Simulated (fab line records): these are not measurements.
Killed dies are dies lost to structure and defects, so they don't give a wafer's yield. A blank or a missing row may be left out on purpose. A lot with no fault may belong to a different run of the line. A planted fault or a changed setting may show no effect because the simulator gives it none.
One fault through the eyes of 2 desks | flow berkeley-cmos170 | each desk holds nothing but its own numbers, with what lay behind them at the end

## THE METROLOGY DESK
What the gauges read, lot by lot, whatever tool the lot ran on: means of the sampled wafers that have a number. Marked OUT: a lot whose mean sits more than 4 standard deviations from the usual mean, which makes it out of limits; the brackets give that distance.
Columns: A = PFIELD_OVL at UCB170_PFIELD_OVL_MEAS_06, usual -2 nm; B = PFIELD_TW at UCB170_PFIELD_TW_MEAS_09, usual 609.1; C = FIELD_OXIDE_THK at UCB170_FIELD_THK_MEAS_02, usual 559 nm; D = FIELD_OXIDE_LEFT_1_THK at UCB170_FIELD_THK_MEAS_90, usual 442 nm
lot  | first seen here | A   | B     | C   | D
L385 | day 5 17:50     | -1  | 607.1 | 561 | 445
L388 | day 6 17:50     | -6  | 611.0 | 558 | 440
L392 | day 7 14:01     | -7  | 607.8 | 563 | 446
L391 | day 7 14:03     | -5  | 610.3 | 567 | 451
L394 | day 8 07:16     | -9  | 611.0 | 555 | 420
L396 | day 8 07:18     | 1   | 608.6 | 564 | 427
L395 | day 8 07:21     | -10 | 608.1 | 564 | 425
This desk found nothing out of limits on any of the 7 lots.

## FOR THE TOOL OWNER'S DESK: wet-bench-01
The tool's own readings at UCB170_FIELD_WET_ETCH_05 (etches Si3N4 in H3PO4, time 12600 s): means of the sampled wafers that have a number, for each lot that ran on this tool. Marked OUT: a lot whose mean sits more than 4 standard deviations from the usual mean, which makes it out of limits; the brackets give that distance.
Columns: A = run-length-s at UCB170_FIELD_WET_ETCH_05, usual 12625 s
lot  | first seen here | A
L385 | day 6 03:05     | 12625
L388 | day 7 05:44     | 12625
L394 | day 8 19:29     | 20186 (+99 or more) OUT
L395 | day 8 19:29     | 20186 (+99 or more) OUT
L396 | day 8 19:29     | 20185 (+99 or more) OUT
This desk finds L394, L395, L396 out of limits, L394 being first, at day 8 19:29 (run-length-s at UCB170_FIELD_WET_ETCH_05). L385, L388: within limits.

## PUT TOGETHER
The tool owner's desk could have raised an alarm at day 8 19:29, on L394, L395, L396.
Metrology desk: nothing out of limits seen.
The metrology desk has L394, L395, L396 on record, within its limits.
UCB170_FIELD_WET_ETCH_05 was run on wet-bench-01 by each of the lots named.

## WHAT THE SIMULATOR HAD PUT IN
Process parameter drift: wet-bench-01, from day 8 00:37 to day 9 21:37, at UCB170_FIELD_WET_ETCH_05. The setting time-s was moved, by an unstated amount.
Shown lots that were struck: L394, L395, L396.
Each desk's first reading out of limits, in hours after the fault started: the tool owner's desk, 19.
